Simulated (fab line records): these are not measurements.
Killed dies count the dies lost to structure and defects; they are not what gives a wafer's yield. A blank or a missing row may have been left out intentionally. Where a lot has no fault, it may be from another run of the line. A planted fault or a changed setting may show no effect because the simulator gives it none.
The tool behind it: which one? / flow rit_cmos / 14 lots with 42 wafers sampled at 2 steps, on a route of 202 steps

WHAT THE GAUGES SHOWED, per wafer
RIT_GATE_OVL_MEAS_17.
lot=L915; measured=day 2 17:50; on=overlay-02; GATE_OVL (nm)=-2.1 -2.8 -0.7
lot=L916; measured=day 2 21:58; on=overlay-01; GATE_OVL (nm)=1.3 1.7 0.9
lot=L917; measured=day 3 03:19; on=overlay-01; GATE_OVL (nm)=-0.9 -0.4 -1.7
lot=L918; measured=day 3 08:21; on=overlay-02; GATE_OVL (nm)=-5.2 -5.0 -3.6
lot=L919; measured=day 3 15:53; on=overlay-01; GATE_OVL (nm)=-1.0 -2.7 1.0
lot=L920; measured=day 3 18:54; on=overlay-01; GATE_OVL (nm)=-1.1 -1.6 -0.7
lot=L921; measured=day 4 01:24; on=overlay-02; GATE_OVL (nm)=-0.8 -2.3 -0.1
lot=L923; measured=day 4 09:37; on=overlay-01; GATE_OVL (nm)=-2.8 -1.1 -2.7
lot=L924; measured=day 4 15:04; on=overlay-02; GATE_OVL (nm)=0.3 -0.1 -2.0
lot=L925; measured=day 4 23:20; on=overlay-01; GATE_OVL (nm)=-0.3 -0.4 -1.6
lot=L926; measured=day 5 03:48; on=overlay-01; GATE_OVL (nm)=-3.3 -2.1 -1.4
lot=L932; measured=day 6 06:19; on=overlay-02; GATE_OVL (nm)=-2.4 -1.4 -0.9
lot=L935; measured=day 6 22:23; on=overlay-02; GATE_OVL (nm)=0.3 1.0 0.0
lot=L936; measured=day 7 02:28; on=overlay-02; GATE_OVL (nm)=-2.4 -1.1 -0.4

RIT_REOX_THK_MEAS_04.
lot=L915; measured=day 2 21:53; on=film_metro-01; REOX_OXIDE_THK (nm)=24.9 24.6 24.4
lot=L916; measured=day 3 01:37; on=film_metro-03; REOX_OXIDE_THK (nm)=24.5 24.0 24.2
lot=L917; measured=day 3 06:55; on=film_metro-04; REOX_OXIDE_THK (nm)=24.8 25.0 25.2
lot=L918; measured=day 3 11:57; on=film_metro-04; REOX_OXIDE_THK (nm)=24.1 24.0 24.2
lot=L919; measured=day 3 19:23; on=film_metro-01; REOX_OXIDE_THK (nm)=24.2 24.3 24.4
lot=L920; measured=day 3 22:28; on=film_metro-03; REOX_OXIDE_THK (nm)=24.5 24.9 25.0
lot=L921; measured=day 4 04:56; on=film_metro-03; REOX_OXIDE_THK (nm)=23.6 23.9 23.4
lot=L923; measured=day 4 13:21; on=film_metro-04; REOX_OXIDE_THK (nm)=24.6 24.7 24.9
lot=L924; measured=day 4 18:53; on=film_metro-01; REOX_OXIDE_THK (nm)=24.6 24.4 24.4
lot=L925; measured=day 5 05:11; on=film_metro-01; REOX_OXIDE_THK (nm)=24.2 24.2 24.2
lot=L926; measured=day 5 07:44; on=film_metro-04; REOX_OXIDE_THK (nm)=24.8 24.4 24.1
lot=L932; measured=day 6 09:50; on=film_metro-03; REOX_OXIDE_THK (nm)=23.2 23.7 23.6
lot=L935; measured=day 7 02:41; on=film_metro-01; REOX_OXIDE_THK (nm)=23.2 23.8 24.1
lot=L936; measured=day 7 06:01; on=film_metro-04; REOX_OXIDE_THK (nm)=23.6 23.5 23.6

TOOL THAT RAN EACH LOT (tool first, then ch and the chambers of the sampled wafers, then the start)
The record shows no process step preceding these readings.

AS READ BY THE TOOLS THEMSELVES (means over the sampled wafers that have a number; for cases with no such wafer, the mark the record gives instead)
The record holds no such reading with a usual standard deviation.

THE ANSWER, worked out from the rows above alone
Rule: what is usual is taken from the lots themselves. The widest of any qualifying gaps counts: lots, ordered by their means at a reading, are off when they make up no more than a third of the lots, leave a main group of 4 or more, and stand apart from it by 3 or more times the standard deviation of that group's means. A main group whose means are all the same, to the digits that the tables above print for the reading, isn't used. A lot without any number at a reading at which 4 lots or more have one is off too. The other lots that the step has rows for count as sound. Order of review: gauges by route order, followed by the tools' own readings, for which a lot's mean as printed above is used. At the first step where some lot is off, the reading lying furthest off is the one used; lots without a number count as furthest.
No lot is off on any of the readings shown, so nothing can be concluded from this.

WHAT WAS PUT IN BY THE SIMULATOR
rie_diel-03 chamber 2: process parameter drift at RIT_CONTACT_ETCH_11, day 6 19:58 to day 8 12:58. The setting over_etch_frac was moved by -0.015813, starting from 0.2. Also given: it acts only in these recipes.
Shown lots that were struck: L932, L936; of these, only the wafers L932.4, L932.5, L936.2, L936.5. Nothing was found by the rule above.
